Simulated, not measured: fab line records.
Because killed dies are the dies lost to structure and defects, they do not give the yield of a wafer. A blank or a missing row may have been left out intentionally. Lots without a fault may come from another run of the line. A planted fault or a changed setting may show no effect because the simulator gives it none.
Shared-tool check | flow berkeley cmos170 | 14 lots, 48 wafers sampled

## WHY IT WAS OPENED
At UCB170_NLDD_TW_MEAS_11 the reading NLDD_TW is flagged on 2 of 14 lots. No-fault wafers: 2191, standard deviation 15.
Rule: a lot is flagged in two cases, either no wafer of it has a number, or all its wafers with numbers fall more than 4 standard deviations from that mean. The other lots count as sound.

lot  | measured     | on            | NLDD_TW, wafer by wafer       | flag
L334 | day 7 16:49  | film metro-03 | 2198 2177 2171                |
L336 | day 7 21:55  | film metro-01 | 2183 2185 2190                |
L339 | day 8 17:19  | film metro-02 | 2223 2226 2233                |
L340 | day 8 17:35  | film metro-01 | 2188 2192 2196                |
L338 | day 8 17:52  | film metro-02 | 2217 2224 2230                |
L341 | day 9 01:08  | film metro-03 | 2181 2188 2192                |
L343 | day 9 01:39  | film metro-01 | 2188 2179 2187                |
L342 | day 9 01:52  | film metro-03 | 2186 2182 2174                |
L346 | day 10 11:29 | film metro-02 | 2197 2195 2184                |
L349 | day 10 11:48 | film metro-02 | 2282 2303 2301 2281 2300 2310 | FLAGGED
L347 | day 10 11:59 | film metro-02 | 2195 2189 2203                |
L351 | day 11 03:37 | film metro-01 | 2287 2299 2301 2298 2287 2279 | FLAGGED
L356 | day 11 20:22 | film metro-03 | 2163 2175 2160                |
L354 | day 11 22:11 | film metro-02 | 2199 2213 2210                |
Average over the flagged lots: 2294; offset from the usual +103, equal to +7 standard deviations.

## WHICH TOOL EACH LOT WENT THROUGH
The record keeps 1 process step preceding the reading, out of 331 steps on the route. In each cell: the tool, then ch and the chambers that the sampled wafers went through, then the start.
lot  | flag    | UCB170_NLDD_IMPLANT_09
L334 |         | implanter-03 ch 0, day 7 16:34
L336 |         | implanter-03 ch 0, day 7 21:40
L339 |         | implanter-01 ch 0, day 8 17:05
L340 |         | implanter-02 ch 0, day 8 17:20
L338 |         | implanter-03 ch 0, day 8 17:38
L341 |         | implanter-01 ch 0, day 9 00:53
L343 |         | implanter-03 ch 0, day 9 01:25
L342 |         | implanter-01 ch 0, day 9 01:38
L346 |         | implanter-01 ch 0, day 10 11:14
L349 | FLAGGED | implanter-01 ch 0, day 10 11:34
L347 |         | implanter-03 ch 0, day 10 11:45
L351 | FLAGGED | implanter-01 ch 0, day 11 03:23
L356 |         | implanter-03 ch 0, day 11 20:07
L354 |         | implanter-02 ch 0, day 11 21:56
These steps, and what they do:
- UCB170_NLDD_IMPLANT_09
- UCB170_NLDD_TW_MEAS_11

## FLAGGED OVER TOTAL, TOOL BY TOOL (the gauges that took the reading come last)
step                   | tool          | lots run | flagged | share of the flagged lots | sound lots run after its first flagged lot
UCB170_NLDD_IMPLANT_09 | implanter-01  | 6        | 2       | all                       | 0
UCB170_NLDD_IMPLANT_09 | implanter-02  | 2        | 0       | none                      | -
UCB170_NLDD_IMPLANT_09 | implanter-03  | 6        | 0       | none                      | -
UCB170_NLDD_TW_MEAS_11 | film metro-01 | 4        | 1       | some                      | 0
UCB170_NLDD_TW_MEAS_11 | film metro-02 | 6        | 1       | some                      | 2 (L347,L354)
UCB170_NLDD_TW_MEAS_11 | film metro-03 | 4        | 0       | none                      | -

## WHAT THE TABLE ALLOWS
All flagged lots share 1 row of the table, namely implanter-01 at UCB170_NLDD_IMPLANT_09.
- implanter-01 at UCB170_NLDD_IMPLANT_09: 2 of its 6 lots flagged. It ran its last sound lot, L346, at day 10 11:14 and its first flagged lot, L349, at day 10 11:34: a fault with its onset between the two fits. Its own readings lie more than 4 standard deviations out on every wafer of the flagged lots: beam energy keV.
Left over: one tool, implanter-01 at UCB170_NLDD_IMPLANT_09.

## WHAT THE SIMULATOR PUT IN
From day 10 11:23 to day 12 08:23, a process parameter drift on implanter-01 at UCB170_NLDD_IMPLANT_09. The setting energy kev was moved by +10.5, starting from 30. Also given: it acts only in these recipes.
Struck lots among those shown: L349, L351. Same finding as the rule above.
